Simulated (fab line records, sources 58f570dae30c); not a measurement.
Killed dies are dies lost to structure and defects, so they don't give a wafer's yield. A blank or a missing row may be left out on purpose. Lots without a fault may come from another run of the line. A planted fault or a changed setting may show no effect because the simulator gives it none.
fab line records | flow berkeley_cmos170
record lots=5 wafers=15 last_day=9
route steps=331 shown M2@280 V2@292 M3@309
lots that met no fault: from a run of the same line without faults
start_h: hours from the record's first day to the start of the lot's first wafer shown | wait_h: hours since the lot's step before | " the same as in the row above | L1.1+2: a row that stands for several wafers | - no value, or no start given | * or withheld: withheld | < > ~ a bound
route shown NAME@n: a module of which the file shows steps, and the number in the route of the first | usual: mean/standard deviation of fault-free wafers | same: alike in all rows | chamber/n: place in a boat | sites: the reading at each site | _std_site: their standard deviation | _edge_site: outer sites' mean less inner sites' | radius_mm: how far each site lies from the wafer's centre | mask NAME#n: copy n | behind: the tool/chamber that last shaped the wafer | hold: why the lot was held/for how many hours/how that ended | device: the transistor (n, p or np) that didn't switch | end of line: the same wafers' tests at the end of the route | a step without rows: its recipe alone | killed: dies lost to structure and defects at the first sort, not the wafer's yield | map: a wafer's dies, x killed, . not, _ none there
set.NAME: the setting as run; set.NAME@STEP: as run at that earlier step | model.NAME: the simulator's own value behind a step, which no gauge read
lots at some steps of the route; a table a step, a row a wafer
services: from which hour (start_h, from the record's first day; less than 0 if before it) a tool's chamber was out of use, for how many hours, and why
## steps
# step UCB170_M2_COAT_09
# recipe resist=BARC temp_c=withheld time_s=withheld spin_rpm=3000 resist_thk_nm=withheld
# usual spin_speed_rpm=3000.1/1.8
# columns lot.wafer tool chamber start_h wait_h spin_speed_rpm
L074.2 litho_track-04 0 165.82 0.3 2999.8
L074.3 " 0 " " 2997.7
L074.4 " 0 " " 2999.8
L076.3 litho_track-02 0 175.25 0.3 3001.5
L076.4 " 0 " " 2999.9
L076.5 " 0 " " 2998.6
L078.2 litho_track-02 0 175.69 0.0 3000.6
L078.4 " 0 " " 2997.3
L078.5 " 0 " " 3001.1
L081.3 litho_track-02 0 198.48 0.2 3000.3
L081.4 " 0 " " 3002.5
L081.5 " 0 " " 2998.8
L082.1 litho_track-03 0 198.78 0.3 2998.3
L082.3 " 0 " " 3001.2
L082.6 " 0 " " 3001.3
# step UCB170_M2_COAT_10
# recipe resist=KrF spin_rpm=1500 resist_thk_nm=900
# usual spin_speed_rpm=1499.9/0.93
# columns lot.wafer tool chamber start_h wait_h spin_speed_rpm
L074.2 litho_track-04 0 - - 1499.0
L074.3 " 0 " " 1500.2
L074.4 " 0 " " 1501.0
L076.3 litho_track-02 0 - - 1500.5
L076.4 " 0 " " 1501.2
L076.5 " 0 " " 1500.3
L078.2 litho_track-02 0 - - 1500.7
L078.4 " 0 " " 1499.3
L078.5 " 0 " " 1501.8
L081.3 litho_track-02 0 - - 1500.8
L081.4 " 0 " " 1500.7
L081.5 " 0 " " 1500.5
L082.1 litho_track-03 0 - - 1500.3
L082.3 " 0 " " 1499.3
L082.6 " 0 " " 1498.6
# step UCB170_M2_SOFTBAKE_11
# recipe resist=KrF temp_c=130 time_s=60
# usual heater_power_total_W=56.80/0.051
# columns lot.wafer tool chamber start_h wait_h heater_power_total_W
L074.2 litho_track-04 0 - - 56.77
L074.3 " 0 " " 56.77
L074.4 " 0 " " 56.75
L076.3 litho_track-02 0 - - 56.81
L076.4 " 0 " " 56.77
L076.5 " 0 " " 56.84
L078.2 litho_track-02 0 - - 56.75
L078.4 " 0 " " 56.81
L078.5 " 0 " " 56.79
L081.3 litho_track-02 0 - - 56.75
L081.4 " 0 " " 56.72
L081.5 " 0 " " 56.87
L082.1 litho_track-03 0 - - 56.84
L082.3 " 0 " " 56.69
L082.6 " 0 " " 56.83
# step UCB170_M2_EXPOSE_12
# recipe mask_id=METAL2 target_cd_nm=700 na=0.5 sigma_outer=0.6 source_shape=conventional dose_mj=26
# columns lot.wafer tool chamber start_h wait_h mask
L074.2+3+4 krf_scanner-01 0 166.26 - METAL2#0
L076.3+4+5 krf_scanner-01 0 175.86 - METAL2#0
L078.2+4+5 krf_scanner-01 0 176.28 - METAL2#0
L081.3+4+5 krf_scanner-02 0 199.04 - METAL2#0
L082.1+3+6 krf_scanner-01 0 199.35 - METAL2#0
# step UCB170_M2_PEB_13
# recipe peb_temp_c=130 peb_time_s=withheld resist=KrF
# usual heater_power_total_W=56.80/0.042
# columns lot.wafer tool chamber start_h wait_h heater_power_total_W
L074.2 litho_track-02 0 166.54 0.3 56.84
L074.3 " 0 " " 56.77
L074.4 " 0 " " 56.80
L076.3 litho_track-03 0 176.53 0.7 56.84
L076.4 " 0 " " 56.80
L076.5 " 0 " " 56.74
L078.2 litho_track-02 0 176.86 0.6 56.80
L078.4 " 0 " " 56.83
L078.5 " 0 " " 56.84
L081.3 litho_track-04 0 199.38 0.3 56.76
L081.4 " 0 " " 56.82
L081.5 " 0 " " 56.79
L082.1 litho_track-03 0 199.68 0.3 56.79
L082.3 " 0 " " 56.75
L082.6 " 0 " " 56.86
# step UCB170_M2_DEVELOP_14
# recipe developer=TMAH develop_time_s=43.64 resist=KrF dev_temp_c=21
# columns lot.wafer tool chamber start_h wait_h
L074.2+3+4 litho_track-02 0 - -
L076.3+4+5 litho_track-03 0 - -
L078.2+4+5 litho_track-02 0 - -
L081.3+4+5 litho_track-04 0 - -
L082.1+3+6 litho_track-03 0 - -
# step UCB170_M2_CD_MEAS_15
# recipe target_cd_nm=700
# usual cd_nm=699.7/1.6
# columns lot.wafer tool chamber start_h wait_h cd_nm
L074.2 cd_sem-01 - 166.90 - 702.7
L074.3 " - " " 701.3
L074.4 " - " " 701.1
L076.3 cd_sem-02 - 176.80 - 699.2
L076.4 " - " " 698.9
L076.5 " - " " 700.0
L078.2 cd_sem-01 - 177.13 - 699.3
L078.4 " - " " 700.8
L078.5 " - " " 701.1
L081.3 cd_sem-02 - 199.65 - 703.1
L081.4 " - " " 702.3
L081.5 " - " " 702.1
L082.1 cd_sem-01 - 199.95 - 702.3
L082.3 " - " " 702.0
L082.6 " - " " 700.4
# step UCB170_M2_OVL_MEAS_16
# usual M2_OVL=2/5
# columns lot.wafer tool chamber start_h wait_h M2_OVL[nm]
L074.2 overlay-02 - 167.00 0.1 -7
L074.3 " - " " -8
L074.4 " - " " -7
L076.3 overlay-01 - 176.89 0.1 -4
L076.4 " - " " 5
L076.5 " - " " 0
L078.2 overlay-01 - 177.24 0.1 11
L078.4 " - " " 3
L078.5 " - " " 6
L081.3 overlay-02 - 199.74 0.1 -10
L081.4 " - " " -5
L081.5 " - " " -1
L082.1 overlay-02 - 200.07 0.1 -6
L082.3 " - " " 3
L082.6 " - " " -1
# step UCB170_M2_ETCH_17
# recipe chemistry=N2/H2 target_depth_a=withheld overetch_a=withheld target=BARC time_s=withheld source_w=500 bias_w=100 pressure_mtorr=30 n2_flow_sccm=100 h2_flow_sccm=200
# usual drypump_motor_current_A=5.5/0.3 oes_product_au=0.997/0.021 throttle_valve_pct=13.25/0.16
# columns lot.wafer tool chamber start_h wait_h drypump_motor_current_A oes_product_au throttle_valve_pct
L074.2 rie_diel-04 1 167.03 0.0 5.8 0.986 13.54
L074.3 " 3 " " 5.0 1.003 13.08
L074.4 " 0 " " 5.9 1.007 13.32
L076.3 rie_diel-01 1 176.91 0.0 5.5 0.986 13.19
L076.4 " 3 " " 5.5 0.977 13.07
L076.5 " 3 " " 5.5 0.973 13.07
L078.2 rie_diel-04 1 177.27 0.0 5.8 0.995 13.55
L078.4 " 0 " " 5.9 1.017 13.32
L078.5 " 3 " " 5.0 1.006 13.07
L081.3 rie_diel-03 2 199.76 0.0 5.2 0.992 13.07
L081.4 " 1 " " 5.6 0.958 13.01
L081.5 " 2 " " 5.2 0.991 13.09
L082.1 rie_diel-01 2 200.11 0.0 6.0 1.007 13.47
L082.3 " 1 " " 5.5 0.983 13.19
L082.6 " 1 " " 5.5 0.973 13.19
# step UCB170_M2_METAL_ETCH_18
# recipe chemistry=Cl2/BCl3 target=Al stop_on=SiO2 pressure_mtorr=12 target_depth_a=11700 over_etch_frac=0.3 time_s=195 icp_w=600 bias_w=120 Cl2_flow_sccm=90 bcl3_flow_sccm=45
# usual bcl3_flow_sccm=44.99/0.14 drypump_motor_current_A=5.67/0.28 oes_product_au=0.872/0.015 throttle_valve_pct=24.24/0.21
# same over_etch_frac=0.3
# columns lot.wafer tool chamber start_h wait_h bcl3_flow_sccm drypump_motor_current_A oes_product_au rf_hours_counter_h throttle_valve_pct
L074.2 rie_metal-02 1 167.08 - 45.23 6.00 0.893 10 24.56
L074.3 " 1 " " 45.11 5.97 0.880 - 24.56
L074.4 " 0 " " 45.04 5.91 0.879 - 23.90
L076.3 rie_metal-03 0 177.02 - 45.15 5.24 0.897 - 24.20
L076.4 " 1 " " 44.89 5.76 0.879 - 24.17
L076.5 " 0 " " 45.09 5.30 0.882 - 24.21
L078.2 rie_metal-04 0 177.31 - 44.95 5.36 0.860 9 24.44
L078.4 " 1 " " 45.25 5.78 0.839 - 24.23
L078.5 " 1 " " 45.17 5.77 0.841 - 24.22
L081.3 rie_metal-03 0 199.87 - 44.89 5.26 0.879 - 24.22
L081.4 " 1 " " 45.00 5.75 0.861 - 24.20
L081.5 " 1 " " 44.97 5.75 0.863 - 24.17
L082.1 rie_metal-02 0 200.15 - 44.96 5.92 0.883 3 23.87
L082.3 " 1 " " 45.07 6.03 0.881 - 24.55
L082.6 " 0 " " 44.98 5.88 0.873 - 23.88
# step UCB170_M2_STRIP_19
# recipe chemistry=O2 power_w=400 pressure_mtorr=3500 platen_temp_c=withheld o2_flow_sccm=400 overash_fraction=0.5
# usual drypump_motor_current_A=5.4/0.37 oes_product_au=0.532/0.013
# columns lot.wafer tool chamber start_h wait_h drypump_motor_current_A oes_product_au rf_hours_counter_h
L074.2 plasma_asher-03 1 167.26 0.1 4.9 0.534 44
L074.3 " 0 " " 5.6 0.540 -
L074.4 " 1 " " 4.9 0.533 -
L076.3 plasma_asher-02 1 177.17 0.1 6.1 0.511 -
L076.4 " 0 " " 5.1 0.537 -
L076.5 " 1 " " 6.1 0.527 -
L078.2 plasma_asher-03 1 177.50 0.1 4.9 0.536 46
L078.4 " 1 " " 4.9 0.512 -
L078.5 " 1 " " 4.9 0.521 -
L081.3 plasma_asher-01 1 200.02 0.1 5.4 0.531 -
L081.4 " 0 " " 5.2 0.539 -
L081.5 " 0 " " 5.2 0.555 -
L082.1 plasma_asher-02 1 200.34 0.1 6.1 0.549 53
L082.3 " 0 " " 5.1 0.547 -
L082.6 " 0 " " 5.1 0.535 -
# step UCB170_M2_CD_MEAS_90
# recipe target_cd_nm=700
# usual cd_nm=700/3.5
# columns lot.wafer tool chamber start_h wait_h cd_nm
L074.2 cd_sem-01 - 167.38 0.1 702
L074.3 " - " " 700
L074.4 " - " " 711
L076.3 cd_sem-02 - 177.31 0.1 701
L076.4 " - " " 702
L076.5 " - " " 701
L078.2 cd_sem-02 - 177.65 0.1 703
L078.4 " - " " 699
L078.5 " - " " 703
L081.3 cd_sem-01 - 200.13 0.1 702
L081.4 " - " " 703
L081.5 " - " " 702
L082.1 cd_sem-02 - 200.45 0.1 706
L082.3 " - " " 700
L082.6 " - " " 705
# step UCB170_V2_CVD_00
# recipe material=SiO2 target_thk_nm=2000 temp_c=390 precursor=TEOS/O2 time_s=250 rf_w=550 pressure_mtorr=9000
# usual heater_power_w=250/60
# columns lot.wafer tool chamber start_h wait_h heater_power_w
L074.2 pecvd-04 0 167.48 0.1 238
L074.3 " 2 " " 214
L074.4 " 0 " " 163
L076.3 pecvd-01 0 177.39 0.1 395
L076.4 " 1 " " 232
L076.5 " 0 " " 286
L078.2 pecvd-02 0 177.75 0.1 337
L078.4 " 0 " " 241
L078.5 " 2 " " 237
L081.3 pecvd-04 1 200.21 0.1 290
L081.4 " 1 " " 202
L081.5 " 2 " " 250
L082.1 pecvd-01 1 200.57 0.1 214
L082.3 " 0 " " 368
L082.6 " 0 " " 297
# step UCB170_V2_THK_MEAS_01
# recipe reads=SiO2_of_V2_CVD_00
# usual V2_TEOS_THK=1992/27
# columns lot.wafer tool chamber start_h wait_h V2_TEOS_THK[nm]
L074.2 film_metro-02 - 167.65 0.1 1957
L074.3 " - " " 1970
L074.4 " - " " 1977
L076.3 film_metro-01 - 177.57 0.1 1998
L076.4 " - " " 2040
L076.5 " - " " 2030
L078.2 film_metro-01 - 177.92 0.1 1995
L078.4 " - " " 2010
L078.5 " - " " 2018
L081.3 film_metro-02 - 200.39 0.1 1979
L081.4 " - " " 1988
L081.5 " - " " 1999
L082.1 film_metro-02 - 200.73 0.1 2004
L082.3 " - " " 1971
L082.6 " - " " 1989
# step UCB170_V2_CMP_02
# recipe material=SiO2 down_force_psi=6 platen_rpm=60 pad_velocity_m_s=0.75398
# usual edge_zone_pressure_frac=1.000/0.005 head_pressure_psi=6.001/0.013 motor_current_A=16.1/1.9 platen_rpm=60.00/0.034
# columns lot.wafer tool chamber start_h wait_h edge_zone_pressure_frac head_pressure_psi motor_current_A platen_rpm
L074.4 cmp-02 0 167.70 0.0 0.994 5.999 16.4 59.99
L074.2 " 1 " " 0.998 5.999 12.2 60.03
L074.3 " 2 " " 0.997 5.983 15.5 60.03
L076.3 cmp-02 3 177.61 0.0 1.003 6.001 18.5 59.98
L076.4 " 2 " " 0.995 6.022 16.1 59.94
L076.5 " 0 " " 0.997 5.979 14.8 59.97
L078.4 cmp-02 1 178.02 0.1 1.000 6.004 11.8 59.97
L078.2 " 2 " " 1.000 6.008 15.4 60.02
L078.5 " 1 " " 1.000 6.014 12.5 59.96
L081.4 cmp-01 0 200.43 0.0 1.010 5.975 14.5 60.01
L081.3 " 2 " " 1.005 6.023 16.8 60.00
L081.5 " 0 " " 1.010 5.980 14.3 59.98
L082.3 cmp-02 2 200.79 0.0 0.996 6.019 16.2 59.97
L082.1 " 0 " " 1.000 6.015 14.9 60.00
L082.6 " 3 " " 0.995 6.018 18.2 59.96
# step UCB170_V2_BOW_MEAS_03
# recipe mode=bow
# usual V2_BOW=37/6.8
# columns lot.wafer tool chamber start_h wait_h V2_BOW[um]
L074.2 film_metro-02 - 168.02 0.2 30
L074.3 " - " " 44
L074.4 " - " " 45
L076.3 film_metro-03 - 177.95 0.3 30
L076.4 " - " " 30
L076.5 " - " " 33
L078.2 film_metro-02 - 178.31 0.2 40
L078.4 " - " " 32
L078.5 " - " " 36
L081.3 film_metro-01 - 200.77 0.2 34
L081.4 " - " " 29
L081.5 " - " " 32
L082.1 film_metro-02 - 201.09 0.1 44
L082.3 " - " " 39
L082.6 " - " " 40
# step UCB170_V2_THK_MEAS_04
# recipe reads=SiO2_of_V2_CVD_00
# usual V2_POLISHED_THK=999.8/1.2
# columns lot.wafer tool chamber start_h wait_h V2_POLISHED_THK[nm]
L074.2 film_metro-02 - 168.13 0.1 998.3
L074.3 " - " " 998.9
L074.4 " - " " 999.0
L076.3 film_metro-03 - 178.05 0.1 1001.8
L076.4 " - " " 999.3
L076.5 " - " " 999.7
L078.2 film_metro-02 - 178.42 0.1 998.8
L078.4 " - " " 999.6
L078.5 " - " " 998.9
L081.3 film_metro-01 - 200.87 0.1 997.2
L081.4 " - " " 999.4
L081.5 " - " " 1000.0
L082.1 film_metro-02 - 201.21 0.1 1001.0
L082.3 " - " " 999.0
L082.6 " - " " 1001.3
# step UCB170_V2_CLEAN_05
# recipe chemistry=DIW
# columns lot.wafer tool chamber start_h wait_h
L074.2+3+4 wet_bench-04 0 168.32 0.2
L076.3+4+5 wet_bench-04 1 178.09 0.0
L078.2+4+5 wet_bench-04 0 178.61 0.2
L081.3+4+5 wet_bench-01 2 200.91 0.0
L082.1+3+6 wet_bench-01 3 201.27 0.1
# step UCB170_V2_HMDS_06
# recipe prime_time_s=60 prime_temp_c=100
# columns lot.wafer tool chamber start_h wait_h
L074.2+3+4 litho_track-01 0 168.52 0.0
L076.3+4+5 litho_track-03 0 178.65 0.4
L078.2+4+5 litho_track-01 0 179.41 0.6
L081.3+4+5 litho_track-03 0 201.21 0.1
L082.1+3+6 litho_track-01 0 201.44 0.0
# step UCB170_V2_COAT_07
# recipe resist=KrF spin_rpm=1500 resist_thk_nm=900
# usual spin_speed_rpm=1500.1/0.97
# columns lot.wafer tool chamber start_h wait_h spin_speed_rpm
L074.2 litho_track-01 0 168.67 0.1 1500.5
L074.3 " 0 " " 1500.7
L074.4 " 0 " " 1500.2
L076.3 litho_track-03 0 178.80 0.1 1500.4
L076.4 " 0 " " 1498.8
L076.5 " 0 " " 1500.0
L078.2 litho_track-01 0 179.56 0.1 1501.4
L078.4 " 0 " " 1498.8
L078.5 " 0 " " 1500.4
L081.3 litho_track-03 0 201.36 0.1 1499.2
L081.4 " 0 " " 1498.8
L081.5 " 0 " " 1499.4
L082.1 litho_track-01 0 201.59 0.1 1500.6
L082.3 " 0 " " 1500.5
L082.6 " 0 " " 1500.0
# step UCB170_V2_SOFTBAKE_08
# recipe resist=KrF temp_c=130 time_s=60
# usual heater_power_total_W=56.81/0.043
# columns lot.wafer tool chamber start_h wait_h heater_power_total_W
L074.2 litho_track-01 0 168.82 0.1 56.83
L074.3 " 0 " " 56.79
L074.4 " 0 " " 56.82
L076.3 litho_track-03 0 178.95 0.1 56.84
L076.4 " 0 " " 56.71
L076.5 " 0 " " 56.83
L078.2 litho_track-01 0 179.71 0.1 56.87
L078.4 " 0 " " 56.85
L078.5 " 0 " " 56.83
L081.3 litho_track-03 0 201.51 0.1 56.78
L081.4 " 0 " " 56.80
L081.5 " 0 " " 56.78
L082.1 litho_track-01 0 201.74 0.1 56.81
L082.3 " 0 " " 56.77
L082.6 " 0 " " 56.80
# step UCB170_V2_EXPOSE_09
# recipe mask_id=VIA2 target_cd_nm=700 na=0.5 sigma_outer=0.6 source_shape=conventional dose_mj=37
# columns lot.wafer tool chamber start_h wait_h mask
L074.2+3+4 krf_scanner-01 0 169.09 0.2 VIA2#0
L076.3+4+5 krf_scanner-01 0 179.22 0.2 VIA2#0
L078.2+4+5 krf_scanner-01 0 180.16 0.4 VIA2#0
L081.3+4+5 krf_scanner-02 0 201.77 0.2 VIA2#0
L082.1+3+6 krf_scanner-02 0 201.89 0.1 VIA2#0
# step UCB170_V2_PEB_10
# recipe peb_temp_c=130 peb_time_s=withheld resist=KrF
# usual heater_power_total_W=56.80/0.046
# columns lot.wafer tool chamber start_h wait_h heater_power_total_W
L074.2 litho_track-01 0 169.22 0.1 56.78
L074.3 " 0 " " 56.83
L074.4 " 0 " " 56.69
L076.3 litho_track-01 0 180.16 0.9 56.80
L076.4 " 0 " " 56.77
L076.5 " 0 " " 56.75
L078.2 litho_track-03 0 180.80 0.6 56.71
L078.4 " 0 " " 56.83
L078.5 " 0 " " 56.77
L081.3 litho_track-01 0 201.94 0.2 56.80
L081.4 " 0 " " 56.82
L081.5 " 0 " " 56.78
L082.1 litho_track-03 0 202.33 0.4 56.87
L082.3 " 0 " " 56.80
L082.6 " 0 " " 56.72
# step UCB170_V2_DEVELOP_11
# recipe developer=TMAH develop_time_s=45 resist=KrF dev_temp_c=21
# columns lot.wafer tool chamber start_h wait_h
L074.2+3+4 litho_track-01 0 - -
L076.3+4+5 litho_track-01 0 - -
L078.2+4+5 litho_track-03 0 - -
L081.3+4+5 litho_track-01 0 - -
L082.1+3+6 litho_track-03 0 - -
# step UCB170_V2_CD_MEAS_12
# recipe target_cd_nm=700
# usual cd_nm=700.1/1.3
# columns lot.wafer tool chamber start_h wait_h cd_nm
L074.2 cd_sem-02 - 169.49 - 700.8
L074.3 " - " " 701.3
L074.4 " - " " 701.6
L076.3 cd_sem-01 - 180.43 - 700.9
L076.4 " - " " 700.7
L076.5 " - " " 702.1
L078.2 cd_sem-01 - 181.07 - 701.8
L078.4 " - " " 701.4
L078.5 " - " " 700.7
L081.3 cd_sem-01 - 202.21 - 699.2
L081.4 " - " " 699.4
L081.5 " - " " 698.8
L082.1 cd_sem-01 - 202.61 - 699.3
L082.3 " - " " 700.3
L082.6 " - " " 699.5
# step UCB170_V2_OVL_MEAS_13
# usual V2_OVL=1/5.6
# columns lot.wafer tool chamber start_h wait_h V2_OVL[nm]
L074.2 overlay-01 - 169.59 0.1 -3
L074.3 " - " " -4
L074.4 " - " " -1
L076.3 overlay-01 - 180.52 0.1 -8
L076.4 " - " " -5
L076.5 " - " " -6
L078.2 overlay-02 - 181.18 0.1 2
L078.4 " - " " 0
L078.5 " - " " 3
L081.3 overlay-01 - 202.30 0.1 4
L081.4 " - " " 2
L081.5 " - " " 2
L082.1 overlay-01 - 202.73 0.1 5
L082.3 " - " " -4
L082.6 " - " " -3
# step UCB170_V2_ETCH_14
# recipe chemistry=CHF3/CF4/Ar target=SiO2 stop_on=Al CHF3_flow_sccm=45 cf4_flow_sccm=15 Ar_flow_sccm=150 pressure_mtorr=200 rf_w=718.9 target_depth_a=12500 over_etch_frac=0.25 time_s=291
# usual CHF3_flow_sccm=45.00/0.14 drypump_motor_current_A=5.5/0.38 oes_product_au=0.869/0.011 throttle_valve_pct=6.90/0.11
# same over_etch_frac=0.25
# columns lot.wafer tool chamber start_h wait_h CHF3_flow_sccm drypump_motor_current_A oes_product_au rf_hours_counter_h throttle_valve_pct
L074.2 rie_diel-03 2 169.62 0.0 45.24 5.2 0.865 139 6.74
L074.3 " 1 " " 44.85 5.7 0.856 109 6.76
L074.4 " 3 " " 45.15 5.5 0.872 82 6.88
L076.3 rie_diel-02 3 180.54 0.0 44.93 5.5 0.868 120 6.94
L076.4 " 2 " " 45.00 6.4 0.866 33 6.81
L076.5 " 2 " " 44.95 6.4 0.860 - 6.82
L078.2 rie_diel-03 2 181.21 0.0 44.71 5.2 0.867 141 6.76
L078.4 " 1 " " 45.24 5.6 0.856 110 6.76
L078.5 " 0 " " 44.80 5.5 0.845 - 6.90
L081.3 rie_diel-02 1 202.32 0.0 45.02 5.4 0.865 135 7.03
L081.4 " 3 " " 44.91 5.5 0.875 121 6.92
L081.5 " 1 " " 45.06 5.4 0.864 - 7.01
L082.1 rie_diel-03 1 202.76 0.0 44.90 5.6 0.853 111 6.76
L082.3 " 2 " " 44.98 5.2 0.868 142 6.73
L082.6 " 2 " " 45.10 5.2 0.870 - 6.72
# step UCB170_V2_STRIP_15
# recipe chemistry=O2 power_w=400 pressure_mtorr=3500 platen_temp_c=withheld o2_flow_sccm=400 overash_fraction=0.5
# usual drypump_motor_current_A=5.6/0.48 oes_product_au=0.721/0.0046 strip_time_to_endpoint_s=15.30/0.13
# columns lot.wafer tool chamber start_h wait_h drypump_motor_current_A oes_product_au rf_hours_counter_h strip_time_to_endpoint_s
L074.2 plasma_asher-04 0 169.80 0.1 5.3 0.727 40 15.27
L074.3 " 1 " " 6.4 0.724 - 15.31
L074.4 " 0 " " 5.4 0.722 - 15.28
L076.3 plasma_asher-04 1 180.75 0.1 6.4 0.717 - 15.25
L076.4 " 0 " " 5.3 0.722 - 15.14
L076.5 " 0 " " 5.3 0.723 - 15.24
L078.2 plasma_asher-02 0 181.39 0.1 5.1 0.721 51 15.31
L078.4 " 1 " " 6.1 0.727 - 15.35
L078.5 " 1 " " 6.1 0.724 - 15.26
L081.3 plasma_asher-04 1 202.53 0.1 6.4 0.720 - 15.39
L081.4 " 0 " " 5.3 0.716 - 15.22
L081.5 " 1 " " 6.4 0.724 - 15.38
L082.1 plasma_asher-02 1 202.94 0.1 6.1 0.718 53 15.45
L082.3 " 1 " " 6.1 0.718 - 15.50
L082.6 " 0 " " 5.1 0.727 - 15.43
# step UCB170_V2_CD_MEAS_90
# recipe target_cd_nm=700
# usual cd_nm=700.7/1.4
# columns lot.wafer tool chamber start_h wait_h cd_nm
L074.2 cd_sem-02 - 169.92 0.1 701.9
L074.3 " - " " 701.1
L074.4 " - " " 701.4
L076.3 cd_sem-02 - 180.86 0.1 701.0
L076.4 " - " " 702.6
L076.5 " - " " 704.2
L078.2 cd_sem-02 - 181.51 0.1 701.9
L078.4 " - " " 701.7
L078.5 " - " " 702.6
L081.3 cd_sem-02 - 202.64 0.1 700.2
L081.4 " - " " 701.0
L081.5 " - " " 699.4
L082.1 cd_sem-01 - 203.04 0.1 699.0
L082.3 " - " " 699.4
L082.6 " - " " 699.5
# step UCB170_M3_PRE_CLEAN_00
# recipe gas=Ar preclean_etch_time_s=60
# same preclean_etch_time_s=60
# columns lot.wafer tool chamber start_h wait_h
L074.2+3+4 pvd_sputter-04 - 170.02 0.1
L076.3+4+5 pvd_sputter-02 - 180.94 0.1
L078.2+4+5 pvd_sputter-04 - 181.61 0.1
L081.3+4+5 pvd_sputter-02 - 202.72 0.1
L082.1+3+6 pvd_sputter-04 - 203.16 0.1
# step UCB170_M3_SPUTTER_01
# recipe material=Al target_thk_nm=900 time_s=120 power_w=6000 chamber_pressure_pa=0.5
# usual chamber_pressure_pa=0.5001/0.001 throttle_valve_pct=30.1/0.85
# columns lot.wafer tool chamber start_h wait_h chamber_pressure_pa throttle_valve_pct
L074.2 pvd_sputter-04 - 170.09 0.0 0.5018 30.4
L074.3 " - " " 0.5010 29.8
L074.4 " - " " 0.4990 30.0
L076.3 pvd_sputter-02 - 181.01 0.0 0.5007 31.2
L076.4 " - " " 0.5011 30.3
L076.5 " - " " 0.5004 30.3
L078.2 pvd_sputter-04 - 181.67 0.0 0.4989 29.8
L078.4 " - " " 0.4988 28.7
L078.5 " - " " 0.5004 30.6
L081.3 pvd_sputter-02 - 202.79 0.0 0.4987 30.5
L081.4 " - " " 0.4990 30.4
L081.5 " - " " 0.5004 30.2
L082.1 pvd_sputter-04 - 203.23 0.0 0.4993 28.6
L082.3 " - " " 0.5002 30.6
L082.6 " - " " 0.5007 28.3
# step UCB170_M3_RS_MEAS_02
# recipe thk_meas_gauge=four-point-probe reads=Al_of_M3_SPUTTER_01
# usual M3_AL_RS=0.0324/0.00037
# columns lot.wafer tool chamber start_h wait_h M3_AL_RS[ohm/sq]
L074.2 film_metro-04 - 170.19 0.1 0.0322
L074.3 " - " " 0.0326
L074.4 " - " " 0.0327
L076.3 film_metro-04 - 181.13 0.1 0.0320
L076.4 " - " " 0.0325
L076.5 " - " " 0.0325
L078.2 film_metro-04 - 181.78 0.1 0.0322
L078.4 " - " " 0.0322
L078.5 " - " " 0.0321
L081.3 film_metro-03 - 202.91 0.1 0.0333
L081.4 " - " " 0.0331
L081.5 " - " " 0.0331
L082.1 film_metro-03 - 203.31 0.0 0.0322
L082.3 " - " " 0.0322
L082.6 " - " " 0.0319
# step UCB170_M3_THK_MEAS_03
# recipe thk_meas_gauge=xrf reads=Al_of_M3_SPUTTER_01
# usual M3_AL_THK=894/12
# columns lot.wafer tool chamber start_h wait_h M3_AL_THK[nm]
L074.2 film_metro-04 - 170.30 0.1 895
L074.3 " - " " 890
L074.4 " - " " 886
L076.3 film_metro-04 - 181.23 0.1 909
L076.4 " - " " 890
L076.5 " - " " 894
L078.2 film_metro-04 - 181.89 0.1 907
L078.4 " - " " 901
L078.5 " - " " 900
L081.3 film_metro-03 - 203.01 0.1 860
L081.4 " - " " 872
L081.5 " - " " 872
L082.1 film_metro-03 - 203.43 0.1 891
L082.3 " - " " 893
L082.6 " - " " 898
# step UCB170_M3_HMDS_04
# recipe prime_time_s=60 prime_temp_c=100
# columns lot.wafer tool chamber start_h wait_h
L074.2+3+4 litho_track-04 0 170.38 0.1
L076.3+4+5 litho_track-01 0 181.44 0.2
L078.2+4+5 litho_track-01 0 181.96 0.1
L081.3+4+5 litho_track-01 0 203.12 0.1
L082.1+3+6 litho_track-03 0 203.61 0.2
# step UCB170_M3_COAT_05
# recipe resist=KrF spin_rpm=1500 resist_thk_nm=900
# usual spin_speed_rpm=1500.2/1
# columns lot.wafer tool chamber start_h wait_h spin_speed_rpm
L074.2 litho_track-04 0 170.53 0.1 1498.2
L074.3 " 0 " " 1499.5
L074.4 " 0 " " 1500.0
L076.3 litho_track-01 0 181.59 0.1 1500.5
L076.4 " 0 " " 1500.9
L076.5 " 0 " " 1501.3
L078.2 litho_track-01 0 182.11 0.1 1499.7
L078.4 " 0 " " 1501.4
L078.5 " 0 " " 1499.4
L081.3 litho_track-01 0 203.27 0.1 1502.2
L081.4 " 0 " " 1500.1
L081.5 " 0 " " 1500.9
L082.1 litho_track-03 0 203.76 0.1 1499.9
L082.3 " 0 " " 1500.8
L082.6 " 0 " " 1499.1
# step UCB170_M3_SOFTBAKE_06
# recipe resist=KrF temp_c=130 time_s=60
# usual heater_power_total_W=56.80/0.044
# columns lot.wafer tool chamber start_h wait_h heater_power_total_W
L074.2 litho_track-04 0 170.68 0.1 56.84
L074.3 " 0 " " 56.81
L074.4 " 0 " " 56.83
L076.3 litho_track-01 0 181.74 0.1 56.77
L076.4 " 0 " " 56.83
L076.5 " 0 " " 56.85
L078.2 litho_track-01 0 182.26 0.1 56.94
L078.4 " 0 " " 56.82
L078.5 " 0 " " 56.85
L081.3 litho_track-01 0 203.42 0.1 56.81
L081.4 " 0 " " 56.85
L081.5 " 0 " " 56.76
L082.1 litho_track-03 0 203.91 0.1 56.79
L082.3 " 0 " " 56.74
L082.6 " 0 " " 56.89
## services
# columns tool chamber start_h hours kind
rie_diel-01 3 145.47 6.0 repair
rie_diel-01 1 147.38 10.7 repair
pecvd-02 0 149.50 - clean
cmp-02 - 151.69 0.7 repair
krf_scanner-02 - 151.81 1.3 pm
rie_diel-02 - 152.80 0.3 repair
krf_scanner-02 0 154.69 - calibration
pecvd-04 - 157.71 8.4 repair
cmp-02 - 160.19 4.9 pm
rie_diel-01 - 162.92 2.8 pm
plasma_asher-01 - 163.66 9.1 repair
krf_scanner-01 - 167.65 1.3 pm
rie_diel-04 3 169.45 1.2 repair
rie_diel-02 - 169.49 10.3 repair
cmp-01 - 171.54 0.3 repair
rie_metal-03 - 179.88 1.1 repair
rie_metal-02 - 184.55 1.2 repair
rie_diel-01 1 189.59 2.8 repair
cmp-01 - 193.21 4.1 pm
krf_scanner-01 0 194.61 - calibration
cmp-01 - 197.75 0.5 repair
plasma_asher-03 - 199.62 1.3 repair
rie_diel-01 0 201.81 10.4 repair
rie_diel-04 - 202.55 14.6 pm
## key
fault none
